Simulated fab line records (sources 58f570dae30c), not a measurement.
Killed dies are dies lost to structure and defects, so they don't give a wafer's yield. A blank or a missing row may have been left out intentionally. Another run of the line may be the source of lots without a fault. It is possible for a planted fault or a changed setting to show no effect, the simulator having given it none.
Which tool was responsible?    flow berkeley-cmos170    18 wafers from 6 lots sampled at 2 of the route's 331 steps

== WHAT THE GAUGES READ, wafer by wafer ==
UCB170_NWELL_TW_MEAS_16.
lot   measured     on             NWELL_TW
L609  day 2 17:35  film-metro-02  1241 1252 1248
L617  day 4 12:16  film-metro-01  1278 1271 1272
L618  day 4 21:16  film-metro-01  1263 1274 1270
L621  day 5 07:21  film-metro-04  1254 1254 1253
L624  day 6 01:49  film-metro-01  1232 1235 1238
L628  day 6 15:33  film-metro-02  1239 1237 1239

== WHAT TOOL EACH LOT RAN ON (gives the tool, then ch and the chambers of the sampled wafers, and finally the start) ==
lot   UCB170_NWELL_IMPLANT_14
L609  implanter-02 ch 0, day 2 17:20
L617  implanter-01 ch 0, day 4 12:01
L618  implanter-01 ch 0, day 4 21:01
L621  implanter-02 ch 0, day 5 07:06
L624  implanter-02 ch 0, day 6 01:34
L628  implanter-03 ch 0, day 6 15:18
- UCB170_NWELL_IMPLANT_14

== THE ANSWER, worked out from the rows above alone ==
Rule: the usual values come from the lots themselves. The widest of any qualifying gaps counts: lots, ordered by their means at a reading, are off when they make up no more than a third of the lots, leave a main group of 4 or more, and stand apart from it by 3 or more times the standard deviation of that group's means. A main group whose means are all the same, to the digits that the tables above print for the reading, isn't used. Also off: a lot with no number at a reading for which 4 or more lots have one. Where the step has rows for the other lots, those lots are counted as sound.
Across all readings shown, no lot is off: no conclusion can be drawn from this.

== WHAT WAS PUT IN BY THE SIMULATOR ==
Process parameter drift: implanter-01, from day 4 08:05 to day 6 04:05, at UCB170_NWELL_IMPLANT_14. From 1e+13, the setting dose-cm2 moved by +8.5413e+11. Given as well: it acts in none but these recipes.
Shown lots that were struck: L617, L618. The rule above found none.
